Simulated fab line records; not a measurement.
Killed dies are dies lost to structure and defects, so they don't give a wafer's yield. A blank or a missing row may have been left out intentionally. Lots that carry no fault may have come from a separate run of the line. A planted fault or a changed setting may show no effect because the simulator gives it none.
Problem report, 8D (eight disciplines) form, completed by code -- flow rit cmos -- the parts of the form that need people (team, actions taken, sign-off) are left out

== 1. PROBLEM STATEMENT ==
SPACER_NITRIDE_THK at RIT_SPACER_THK_MEAS_04 reads a mean of 275.3 nm on 3 wafers of 1 lot; wafers without a fault read 250.4 nm with a standard deviation of 2.4. Measured from the usual mean, that is +10 standard deviations.
The first sign was on wafer L934.4 at day 5 18:07, on film metro-02. At this step, 39 wafers from 13 lots have a number in the record. By rule, "out" or "out of limits" means more than 4 standard deviations away from the usual mean. The rest of the wafers with a number are treated as sound.

== 2. WHAT THIS IS AND IS NOT ==
question,is,is not
which readings at this step,SPACER_NITRIDE_THK,-
which lots,L934,"L922, L923, L924, L925, L926, L929, L936, L937, L938, L939, L941, L943"
which wafers of those lots,all that have a number,-
read on which gauges,film metro-02,"film metro-01, film metro-03"
when,from day 5 18:07,"up to then (18 sound wafers); but 18 sound wafers of L936, L937, L938, L939, L941, L943 came after"

== 3. WHAT RULES OUT EACH SUSPECT ==
Counting: a tool at a process step up to the reading stays a suspect if it ran every lot that is out and no sound lot after the first of them.
- the gauge at RIT_SPACER_THK_MEAS_04 has been ruled out. All the wafers that are out were read on film metro-02, but those of them that RIT_SPACER_CVD_03 has rows for are out there too, on other tools.
- lpcvd-01 at RIT_SPACER_CVD_03 (deposits Si3N4 from SiH2Cl2/NH3, target thk 250 nm, time 3300 s): ruled out as a lasting fault. After its first lot that is out, L934 (day 5 16:10), sound lots L939 ran on it.
Left after counting: nothing in the record.

== 4. THE CAUSE (what the simulator had put in) ==
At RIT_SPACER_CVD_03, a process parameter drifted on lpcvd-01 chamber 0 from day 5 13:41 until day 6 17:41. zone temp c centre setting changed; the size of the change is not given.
The count ruled it out by mistake, since the rule takes a fault to strike every lot its tool runs from the start of the fault on, and this one did not do so.

== 5. SEQUENCE OF EFFECTS, ordered by route ==
Rows list readings where the struck wafers' mean (over those with a number) sits beyond 3 standard deviations from the usual. Only readings whose record carries a usual standard deviation are examined. hours: median over the lots of the time between each lot's start at the first step of this table that gives one and its start at this step. sigmas: the change, counted in usual standard deviations.
hours,step,reading,usual,on struck wafers,change,sigmas
0,RIT_SPACER_CVD_03,spike tc centre C,811.7 C,824.3,+12.6,+10
2,RIT_SPACER_THK_MEAS_04,SPACER_NITRIDE_THK,250.4 nm,275.3,+24.9,+10
2,RIT_SPACER_ETCHBACK_05,oes product au,0.841 a.u.,0.903,+0.062,+5.2
The process steps in it:
- RIT_SPACER_CVD_03: deposits Si3N4 from SiH2Cl2/NH3, target thk 250 nm, time 3300 s.
- RIT_SPACER_ETCHBACK_05: etches Si3N4 in SF6/CHF3, stops on SiO2, target depth 250 nm, time 240 s.

== 6. HOW IT WOULD HAVE BEEN CAUGHT EARLIER ==
The first out-of-limits reading at a measuring or inspecting step in this record came at day 5 18:07, 4 hours after the fault's start at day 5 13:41.
Tool's own readings at RIT_SPACER_CVD_03, spike tc centre C: out on all struck wafers the step has rows for; an alarm limit on them would have tripped on the first.
